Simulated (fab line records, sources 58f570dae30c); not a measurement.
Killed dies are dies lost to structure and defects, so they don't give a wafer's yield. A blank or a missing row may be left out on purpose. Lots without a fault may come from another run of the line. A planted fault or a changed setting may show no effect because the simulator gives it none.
Split-lot experiment | flow berkeley_cmos170 | 5 lots, 23 wafers read, on a route of 331 steps

THE SPLIT
At UCB170_V1_EXPOSE_09 (exposes mask VIA1, target cd 700 nm), the setting dose_mj was moved away from the recipe's 37 on 7 of the 23 wafers read, by -6.1% to +6.1%. The other wafers ran this setting at the recipe's value.

FROM THE SPLIT TO THE READING: what the file shows between them, 5 steps
- UCB170_V1_PEB_10
- UCB170_V1_DEVELOP_11: develop time 45 s
- UCB170_V1_CD_MEAS_12: target cd 700 nm
- UCB170_V1_ETCH_14: etches SiO2 in CHF3/CF4/Ar, stops on Al, target depth 1250 nm, time 291 s
- UCB170_V1_STRIP_15: strips in O2

THE READING
cd_nm, in nm, at UCB170_V1_CD_MEAS_90 (target cd 700 nm). Fault-free wafers of this fab line usually give 699.8 nm, standard deviation 1.7 nm.

wafer  | tool, chamber at the split | dose_mj as run | against the recipe | cd_nm, nm | against lot-mates on the recipe
L074.2 | krf_scanner-02, 0          | 37             | recipe             | 701.7     | -
L074.3 | krf_scanner-02, 0          | 37             | recipe             | 701.6     | -
L074.4 | krf_scanner-02, 0          | 37             | recipe             | 701.1     | -
L077.1 | krf_scanner-01, 0          | 34.74          | -6.1%              | 691.1     | -9.4
L077.2 | krf_scanner-01, 0          | 37             | recipe             | 699.2     | -
L077.3 | krf_scanner-01, 0          | 37             | recipe             | 700.5     | -
L077.5 | krf_scanner-01, 0          | 34.74          | -6.1%              | 692.7     | -7.8
L077.6 | krf_scanner-01, 0          | 37             | recipe             | 701.7     | -
L079.1 | krf_scanner-01, 0          | 37             | recipe             | 698.4     | -
L079.2 | krf_scanner-01, 0          | 37             | recipe             | 698.1     | -
L079.3 | krf_scanner-01, 0          | 39.24          | +6.1%              | 708.6     | +10.4
L079.4 | krf_scanner-01, 0          | 39.24          | +6.1%              | 706.4     | +8.2
L079.5 | krf_scanner-01, 0          | 37             | recipe             | 698.0     | -
L083.1 | krf_scanner-01, 0          | 37             | recipe             | 698.8     | -
L083.2 | krf_scanner-01, 0          | 37             | recipe             | 697.2     | -
L083.4 | krf_scanner-01, 0          | 37             | recipe             | 701.2     | -
L083.5 | krf_scanner-01, 0          | 37             | recipe             | 697.7     | -
L083.6 | krf_scanner-01, 0          | 37             | recipe             | 698.1     | -
L085.1 | krf_scanner-01, 0          | 37             | recipe             | 700.6     | -
L085.2 | krf_scanner-01, 0          | 35.63          | -3.7%              | 694.8     | -5.9
L085.3 | krf_scanner-01, 0          | 35.63          | -3.7%              | 697.4     | -3.3
L085.4 | krf_scanner-01, 0          | 37             | recipe             | 700.8     | -
L085.5 | krf_scanner-01, 0          | 35.63          | -3.7%              | 695.9     | -4.8

THE FIT
A straight line over all 23 wafers: cd_nm changes by +1.22 nm for each +1% of dose_mj; r = +0.92; the points scatter about the line by 1.5 nm.
The same after taking each lot's own level away (the mean of its wafers on the recipe; 23 wafers): +1.43 nm for each +1%; r = +0.97; scatter 1 nm.
On that fit, the largest move of dose_mj shifts the reading by 8.8 nm.
The lots' own levels span 698.17 to 701.47 nm, that is 1.9 times the standard deviation above.
So the lot-to-lot level changes the slope: the two fits differ.
Check: with one of the wafers moved furthest among these (-6.1%) left out of the fit, the line predicts -8.4 nm for it against its lot-mates. It came out at -9.37 nm against them.

THE WHOLE CHAIN: every reading that the file lists as answering this split, in the file's order
step                 | what it does                                                              | reading                                                   | change (the file's fit)              | r (the file's)
UCB170_V1_CD_MEAS_12 | target cd 700 nm                                                          | cd_nm                                                     | +1.59 nm for each +1% of the setting | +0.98
UCB170_V1_ETCH_14    | etches SiO2 in CHF3/CF4/Ar, stops on Al, target depth 1250 nm, time 291 s | V1.cd_nm (the simulator's own value, which no gauge read) | +1.42 nm for each +1% of the setting | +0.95
UCB170_V1_CD_MEAS_90 | target cd 700 nm                                                          | cd_nm                                                     | +1.44 nm for each +1% of the setting | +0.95

THE FILE'S OWN FIT
cd_nm changes by +1.44 nm for each +1% of dose_mj, r = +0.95.
